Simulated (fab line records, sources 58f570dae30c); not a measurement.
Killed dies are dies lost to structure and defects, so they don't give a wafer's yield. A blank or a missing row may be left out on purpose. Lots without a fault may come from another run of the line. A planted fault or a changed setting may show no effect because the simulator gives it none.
A struck lot beside a sound one | flow berkeley_cmos170 | 22 steps out of a route of 331
Sound: wafers L907.1, L907.2, L907.6. Struck: wafers L904.2, L904.3, L904.4. The cause comes at the end.
At each step with rows: each side's tool, then ch and its chambers, then its first start. Under that, the readings that differ: sound wafers | struck wafers | difference of the means | sigmas: that difference in standard deviations of wafers without a fault.
alike: readings whose means differ by less than 2 such deviations, and words and numbers that are the same on both sides. not compared: withheld readings, readings that some wafer has no value for, bounds like >300 that may hide the same value, and numbers for which the record gives no deviation and whose values overlap.
The two part at a step that has a row with sigmas, a row that says differs or no value, or rows on one side only. Numbers that don't overlap but have no deviation are shown without sigmas and don't part them. A reading that every wafer of one side lacks parts them only if that side has two wafers or more.

first, 2 steps without rows for these wafers: UCB170_PLDD_PEB_04; UCB170_PLDD_DEVELOP_05 (develop time 45 s).
UCB170_PLDD_CD_MEAS_06: target cd 1200 nm.
  sound on cd_sem-02, day 10 04:03; struck on cd_sem-01, day 9 00:45
  reading    | sound                | struck               | difference | sigmas
  cd_nm (nm) | 1201.6 1200.6 1202.1 | 1197.2 1197.5 1197.2 | -4.1       | -3
UCB170_PLDD_OVL_MEAS_07:
  sound on overlay-01, day 10 04:10; struck on overlay-02, day 9 00:52
  alike: PLDD_OVL
then, 2 steps without rows for these wafers: UCB170_PLDD_IMPLANT_08; UCB170_PLDD_IMPLANT_09.
UCB170_PLDD_STRIP_10: strips in O2.
  sound on plasma_asher-02 ch 0,1, day 10 04:30; struck on plasma_asher-03 ch 0,1, day 9 01:11
  alike: drypump_motor_current_A, oes_product_au, strip_time_to_endpoint_s
  not compared: rf_hours_counter_h
UCB170_PLDD_TW_MEAS_11:
  sound on film_metro-04, day 10 04:36; struck on film_metro-04, day 9 01:18
  alike: PLDD_TW
then, 4 steps without rows for these wafers: UCB170_PLDD_CLEAN_12 (cleans in SPM, time 600 s); UCB170_NLDD_HMDS_00 (prime time 60 s); UCB170_NLDD_COAT_01 (resist thk 900 nm); UCB170_NLDD_SOFTBAKE_02 (time 60 s).
UCB170_NLDD_EXPOSE_03: exposes mask NSELECT, target cd 1200 nm.
  sound on krf_scanner-01 ch 0, day 10 05:26; struck on krf_scanner-02 ch 0, day 9 02:01
  reading | sound                         | struck                        | difference | sigmas
  mask    | NSELECT#0 NSELECT#0 NSELECT#0 | PSELECT#0 PSELECT#0 PSELECT#0 | differs    |
then, 2 steps without rows for these wafers: UCB170_NLDD_PEB_04; UCB170_NLDD_DEVELOP_05 (develop time 45 s).
UCB170_NLDD_CD_MEAS_06: target cd 1200 nm.
  sound on cd_sem-02, day 10 05:49; struck on cd_sem-01, day 9 02:34
  reading    | sound                | struck | difference                    | sigmas
  cd_nm (nm) | 1199.8 1200.8 1200.7 | - - -  | no value on the struck wafers |
UCB170_NLDD_OVL_MEAS_07:
  sound on overlay-02, day 10 05:56; struck on overlay-01, day 9 02:40
  reading       | sound   | struck | difference                    | sigmas
  NLDD_OVL (nm) | -5 1 -4 | - - -  | no value on the struck wafers |
then, 2 steps without rows for these wafers: UCB170_NLDD_IMPLANT_08; UCB170_NLDD_IMPLANT_09.
UCB170_NLDD_STRIP_10: strips in O2.
  sound on plasma_asher-04 ch 0,1, day 10 06:17; struck on plasma_asher-04 ch 0,1, day 9 03:00
  reading                      | sound             | struck            | difference | sigmas
  strip_time_to_endpoint_s (s) | 21.72 21.62 21.70 | 21.57 21.54 21.53 | -0.13      | -2
  alike: drypump_motor_current_A, oes_product_au
  not compared: rf_hours_counter_h
UCB170_NLDD_TW_MEAS_11:
  sound on film_metro-02, day 10 06:23; struck on film_metro-04, day 9 03:07
  reading | sound          | struck   | difference | sigmas
  NLDD_TW | 2214 2205 2205 | 30 30 29 | -2178      | -99 or more
then, 1 step without rows for these wafers: UCB170_NLDD_CLEAN_12 (cleans in SPM, time 600 s).

WHERE THEY PART
First at UCB170_PLDD_CD_MEAS_06; last, within this record, at UCB170_NLDD_TW_MEAS_11.

WHY: what the simulator had put in
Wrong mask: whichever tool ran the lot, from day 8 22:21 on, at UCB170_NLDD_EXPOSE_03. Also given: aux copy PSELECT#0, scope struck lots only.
